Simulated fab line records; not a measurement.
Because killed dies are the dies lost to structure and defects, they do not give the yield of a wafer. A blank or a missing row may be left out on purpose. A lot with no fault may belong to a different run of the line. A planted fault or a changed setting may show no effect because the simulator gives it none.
The tool behind it: which one? ; flow berkeley-cmos170 ; 39 wafers from 13 lots sampled at 5 of the route's 331 steps

== WHAT THE GAUGES SHOWED, per wafer ==
UCB170_NVT_OVL_MEAS_06. Usual: for NVT_OVL the level is 0 nm and the standard deviation is 4.9.
lot;measured;on;NVT_OVL (nm);flag
L474;day 5 12:46;overlay-01;2 5 -6;
L473;day 5 13:08;overlay-01;4 -4 4;
L475;day 5 13:41;overlay-02;-6 2 1;
L477;day 6 04:30;overlay-02;1 -8 -2;
L479;day 6 20:28;overlay-01;4 -2 -5;
L483;day 7 13:41;overlay-01;-3 -4 -4;
L487;day 8 06:59;overlay-01;8 0 -6;
L489;day 8 07:02;overlay-02;1 -8 2;
L486;day 8 07:16;overlay-02;3 1 3;
L488;day 8 10:20;overlay-02;0 6 0;
L491;day 9 00:19;overlay-02;6 3 8;
L494;day 9 21:22;overlay-01;-1 -2 1;
L496;day 9 21:38;overlay-02;-6 4 7;

UCB170_GATE_THK_MEAS_02. Usual: for GATE_OXIDE_THK the level is 6.70 nm and the standard deviation is 0.11.
lot;measured;on;GATE_OXIDE_THK (nm);flag
L474;day 5 20:32;film-metro-01;6.76 6.82 6.68;
L473;day 5 20:35;film-metro-01;6.65 6.66 6.62;
L475;day 5 20:38;film-metro-03;6.69 6.55 6.75;
L477;day 6 10:59;film-metro-04;6.68 6.60 6.63;
L479;day 7 03:52;film-metro-03;6.76 6.88 6.93;
L483;day 7 20:38;film-metro-01;6.70 6.68 6.64;
L487;day 8 13:20;film-metro-03;6.74 6.61 6.82;
L489;day 8 13:20;film-metro-01;6.92 6.85 6.76;
L486;day 8 13:23;film-metro-03;6.51 6.54 6.51;
L488;day 8 17:19;film-metro-01;6.86 6.79 6.78;
L491;day 9 07:47;film-metro-01;6.79 6.73 6.82;
L494;day 10 04:19;film-metro-01;6.62 6.73 6.63;
L496;day 10 04:19;film-metro-03;6.62 6.75 6.72;

UCB170_PLDD_CD_MEAS_06: the cd target is 1200 nm. Usual: cd-nm 1199.8 nm, standard deviation 1.5.
lot;measured;on;cd-nm (nm);flag
L474;day 6 07:17;cd-sem-02;1198.4 1197.4 1196.6;
L473;day 6 07:34;cd-sem-01;1201.8 1200.8 1202.2;
L475;day 6 07:56;cd-sem-02;1200.0 1200.2 1199.8;
L477;day 6 21:44;cd-sem-01;1199.7 1199.9 1199.1;
L479;day 7 12:58;cd-sem-02;1200.0 1198.9 1199.8;
L483;day 8 04:08;cd-sem-02;1201.6 1202.1 1201.6;
L487;day 9 00:27;cd-sem-02;1200.0 1200.6 1198.6;
L489;day 9 05:26;cd-sem-02;1197.8 1195.7 1199.7;
L486;day 9 04:41;cd-sem-02;1198.2 1198.8 1198.7;
L488;day 9 05:39;cd-sem-02;1198.6 1199.5 1198.6;
L491;day 9 18:26;cd-sem-02;1200.7 1200.6 1201.5;
L494;day 10 15:46;cd-sem-01;1202.9 1202.2 1202.6;
L496;day 10 15:37;cd-sem-02;1198.7 1199.3 1197.6;

UCB170_SPACER_THK_MEAS_01. Usual: for SPACER_TEOS_THK the level is 378 nm and the standard deviation is 5.7.
lot;measured;on;SPACER_TEOS_THK (nm);flag
L474;day 6 10:02;film-metro-04;370 373 384;
L473;day 6 10:29;film-metro-01;371 380 379;
L475;day 6 11:03;film-metro-02;370 375 382;
L477;day 7 00:40;film-metro-02;376 376 384;
L479;day 7 15:37;film-metro-02;370 382 377;
L483;day 8 06:46;film-metro-01;317 381 386;
L487;day 9 05:26;film-metro-04;374 378 388;
L489;day 9 08:52;film-metro-02;372 373 387;
L486;day 9 07:49;film-metro-02;376 385 381;
L488;day 9 09:13;film-metro-04;369 376 375;
L491;day 9 21:05;film-metro-04;372 381 383;
L494;day 10 19:25;film-metro-04;372 378 383;
L496;day 10 18:52;film-metro-01;378 372 385;

== EACH LOT AND THE TOOL THAT RAN IT (in order: tool; ch and the chambers of the sampled wafers; start) ==
lot;UCB170_SPACER_CVD_00
L474;pecvd-02 ch 0,1, day 6 09:59
L473;pecvd-04 ch 0,1,2, day 6 10:26
L475;pecvd-01 ch 0,1,2, day 6 10:59
L477;pecvd-04 ch 0,1,2, day 7 00:37
L479;pecvd-02 ch 1,2, day 7 15:34
L483;pecvd-02 ch 0,1,2, day 8 06:43
L487;pecvd-04 ch 0,1,2, day 9 05:23
L489;pecvd-04 ch 0,1,2, day 9 08:49
L486;pecvd-01 ch 1,2, day 9 07:46
L488;pecvd-01 ch 0,2, day 9 09:11
L491;pecvd-01 ch 0,1,2, day 9 21:02
L494;pecvd-01 ch 0,2, day 10 19:22
L496;pecvd-04 ch 0,1, day 10 18:49
- UCB170_SPACER_CVD_00: deposits SiO2 from TEOS/O2, target thk 376 nm, time 47 s.

== AS READ BY THE TOOLS THEMSELVES (means over the sampled wafers that have a number; for cases with no such wafer, the mark the record gives instead) ==
UCB170_SPACER_CVD_00. Usual: heater-power-w 266 W, standard deviation 42; rf-fwd-power-W 544.6 W, standard deviation 1.9.
lot;tool;heater-power-w (W);rf-fwd-power-W (W);flag
L474;pecvd-02;278;545.7;
L473;pecvd-04;275;544.9;
L475;pecvd-01;228;546.6;
L477;pecvd-04;260;544.9;
L479;pecvd-02;215;542.4;
L483;pecvd-02;272;471.1;OFF
L487;pecvd-04;295;546.1;
L489;pecvd-04;276;545.8;
L486;pecvd-01;244;543.8;
L488;pecvd-01;230;544.8;
L491;pecvd-01;260;544.7;
L494;pecvd-01;277;547.0;
L496;pecvd-04;262;543.7;

== THE ANSWER, worked out from the rows above alone ==
Rule: take the mean of a lot's wafers that have a number; if it is more than 3 standard deviations from the usual mean, the lot is off. Also off: a lot with no number at a reading for which 4 or more lots have one. The other lots that the step has rows for count as sound. The gauges are gone through in route order, then the tools' own readings, and for those a lot's mean is taken as printed above. The first step at which some lot is off is used, and at that step the reading that is off furthest; a lot without a number counts as furthest.
Off: L483 (UCB170_SPACER_CVD_00, rf-fwd-power-W).
If a tool, at that step or one of the process steps before it, ran each lot that is off and ran no sound lot following the first of them, it fits. One fits: UCB170_SPACER_CVD_00 on pecvd-02. Its last sound lot is L479 (day 7 15:34), its first lot that is off L483 (day 8 06:43): a fault that began between those two fits.
The tool's own readings at UCB170_SPACER_CVD_00 bear it out: on the lots that are off they differ by more than 5 times the standard deviation of the sound lots' means. rf-fwd-power-W reads 471.1 W there against 545.0 W on the sound lots.

== WHAT THE SIMULATOR HAD INSERTED ==
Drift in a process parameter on pecvd-02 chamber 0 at UCB170_SPACER_CVD_00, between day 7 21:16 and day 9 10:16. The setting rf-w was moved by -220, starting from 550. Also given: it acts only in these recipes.
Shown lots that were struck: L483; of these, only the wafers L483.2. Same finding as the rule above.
